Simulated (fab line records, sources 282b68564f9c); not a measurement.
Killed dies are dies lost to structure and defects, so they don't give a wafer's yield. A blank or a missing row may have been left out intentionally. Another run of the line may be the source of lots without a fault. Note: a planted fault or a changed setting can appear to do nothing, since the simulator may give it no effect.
The tool behind it: which one? :: flow ritCmos :: Sampling: 13 lots, 39 wafers, 2 of 202 route steps

## WHAT THE GAUGES SHOWED, per wafer
No reading from a measuring or inspecting step in the record can be judged against a usual standard deviation.

## WHICH TOOL RAN EACH LOT (tool, then ch and the chambers of the sampled wafers, then the start)
lot: L542
RIT_NSD_EXPOSE_03: ilineStepper-01 ch 0, day 3 14:50
RIT_M1_PROBE_99: prober-01, day 4 01:22

lot: L543
RIT_NSD_EXPOSE_03: ilineStepper-02 ch 0, day 3 21:43
RIT_M1_PROBE_99: prober-02, day 4 07:55

lot: L545
RIT_NSD_EXPOSE_03: ilineStepper-01 ch 0, day 4 07:05
RIT_M1_PROBE_99: prober-02, day 4 17:23

lot: L548
RIT_NSD_EXPOSE_03: ilineStepper-02 ch 0, day 4 23:32
RIT_M1_PROBE_99: prober-02, day 5 10:32

lot: L552
RIT_NSD_EXPOSE_03: ilineStepper-02 ch 0, day 5 14:53
RIT_M1_PROBE_99: prober-01, day 6 01:41

lot: L553
RIT_NSD_EXPOSE_03: ilineStepper-01 ch 0, day 5 18:01
RIT_M1_PROBE_99: prober-01, day 6 04:46

lot: L554
RIT_NSD_EXPOSE_03: ilineStepper-02 ch 0, day 6 03:35
RIT_M1_PROBE_99: prober-01, day 6 13:51

lot: L555
RIT_NSD_EXPOSE_03: ilineStepper-02 ch 0, day 6 07:04
RIT_M1_PROBE_99: prober-01, day 6 17:28

lot: L558
RIT_NSD_EXPOSE_03: ilineStepper-02 ch 0, day 6 21:18
RIT_M1_PROBE_99: prober-01, day 7 07:43

lot: L559
RIT_NSD_EXPOSE_03: ilineStepper-01 ch 0, day 7 03:01
RIT_M1_PROBE_99: prober-02, day 7 13:28

lot: L560
RIT_NSD_EXPOSE_03: ilineStepper-01 ch 0, day 7 05:28
RIT_M1_PROBE_99: prober-01, day 7 16:02

lot: L561
RIT_NSD_EXPOSE_03: ilineStepper-01 ch 0, day 7 12:37
RIT_M1_PROBE_99: prober-02, day 7 23:02

lot: L563
RIT_NSD_EXPOSE_03: ilineStepper-02 ch 0, day 7 20:07
RIT_M1_PROBE_99: prober-02, day 8 06:23
- RIT_NSD_EXPOSE_03: exposes mask M9, target cd 40700 nm.
- RIT_M1_PROBE_99

## WHAT THE TOOLS THEMSELVES READ (means of the sampled wafers that have a number; where no wafer has one, the mark that the record gives instead)
RIT_NSD_EXPOSE_03. Usual: exposureDoseMJCm2 at 250.03, with a standard deviation of 0.24.
lot: L542
tool: ilineStepper-01
exposureDoseMJCm2: 249.68
flag: 

lot: L543
tool: ilineStepper-02
exposureDoseMJCm2: 249.83
flag: 

lot: L545
tool: ilineStepper-01
exposureDoseMJCm2: 250.03
flag: 

lot: L548
tool: ilineStepper-02
exposureDoseMJCm2: 249.86
flag: 

lot: L552
tool: ilineStepper-02
exposureDoseMJCm2: 249.83
flag: 

lot: L553
tool: ilineStepper-01
exposureDoseMJCm2: 249.94
flag: 

lot: L554
tool: ilineStepper-02
exposureDoseMJCm2: 250.25
flag: 

lot: L555
tool: ilineStepper-02
exposureDoseMJCm2: 249.98
flag: 

lot: L558
tool: ilineStepper-02
exposureDoseMJCm2: 249.75
flag: 

lot: L559
tool: ilineStepper-01
exposureDoseMJCm2: 249.72
flag: 

lot: L560
tool: ilineStepper-01
exposureDoseMJCm2: 250.14
flag: 

lot: L561
tool: ilineStepper-01
exposureDoseMJCm2: 249.98
flag: 

lot: L563
tool: ilineStepper-02
exposureDoseMJCm2: 250.30
flag: 

RIT_M1_PROBE_99. Usual: killedAtContacts 0.1, standard deviation 0.3; killedAtFrontEnd 6.7, standard deviation 2.6; killedDies 6.8, standard deviation 2.6; killedOpen 3.3, standard deviation 1.7; killedShort 3.4, standard deviation 2.
lot: L542
tool: prober-01
killedAtContacts: 0.3
killedAtFrontEnd: 10.3
killedDies: 10.7
killedOpen: 5.0
killedShort: 5.7
flag: 

lot: L543
tool: prober-02
killedAtContacts: 0.0
killedAtFrontEnd: 5.7
killedDies: 5.7
killedOpen: 3.7
killedShort: 2.0
flag: 

lot: L545
tool: prober-02
killedAtContacts: 0.0
killedAtFrontEnd: 7.0
killedDies: 7.0
killedOpen: 2.3
killedShort: 4.7
flag: 

lot: L548
tool: prober-02
killedAtContacts: 0.0
killedAtFrontEnd: 6.3
killedDies: 6.3
killedOpen: 2.7
killedShort: 2.7
flag: 

lot: L552
tool: prober-01
killedAtContacts: 0.0
killedAtFrontEnd: 8.0
killedDies: 8.0
killedOpen: 3.0
killedShort: 5.0
flag: 

lot: L553
tool: prober-01
killedAtContacts: 0.3
killedAtFrontEnd: 4.3
killedDies: 4.7
killedOpen: 2.7
killedShort: 2.0
flag: 

lot: L554
tool: prober-01
killedAtContacts: 0.0
killedAtFrontEnd: 9.0
killedDies: 9.0
killedOpen: 3.7
killedShort: 5.3
flag: 

lot: L555
tool: prober-01
killedAtContacts: 0.0
killedAtFrontEnd: 6.0
killedDies: 6.0
killedOpen: 4.3
killedShort: 1.7
flag: 

lot: L558
tool: prober-01
killedAtContacts: 0.7
killedAtFrontEnd: 8.0
killedDies: 8.7
killedOpen: 2.7
killedShort: 6.0
flag: 

lot: L559
tool: prober-02
killedAtContacts: 0.0
killedAtFrontEnd: 6.3
killedDies: 6.3
killedOpen: 4.0
killedShort: 2.3
flag: 

lot: L560
tool: prober-01
killedAtContacts: 0.0
killedAtFrontEnd: 5.7
killedDies: 5.7
killedOpen: 2.3
killedShort: 3.3
flag: 

lot: L561
tool: prober-02
killedAtContacts: 0.0
killedAtFrontEnd: 9.0
killedDies: 9.0
killedOpen: 5.0
killedShort: 4.0
flag: 

lot: L563
tool: prober-02
killedAtContacts: 0.3
killedAtFrontEnd: 4.7
killedDies: 5.0
killedOpen: 2.0
killedShort: 3.0
flag: 

## THE ANSWER, worked out from the rows above alone
Rule: a lot is off if the mean of its wafers that have a number lies more than 3 standard deviations from the usual mean. Also off: a lot with no number at a reading for which 4 or more lots have one. Where the step has rows for the other lots, those lots are counted as sound. Order of review: gauges by route order, followed by the tools' own readings, for which a lot's mean as printed above is used. The first step at which some lot is off is used, and at that step the reading that is off furthest; a lot without a number counts as furthest.
No lot is off at any reading shown: from this, nothing can be told.

## WHAT WAS PUT IN BY THE SIMULATOR
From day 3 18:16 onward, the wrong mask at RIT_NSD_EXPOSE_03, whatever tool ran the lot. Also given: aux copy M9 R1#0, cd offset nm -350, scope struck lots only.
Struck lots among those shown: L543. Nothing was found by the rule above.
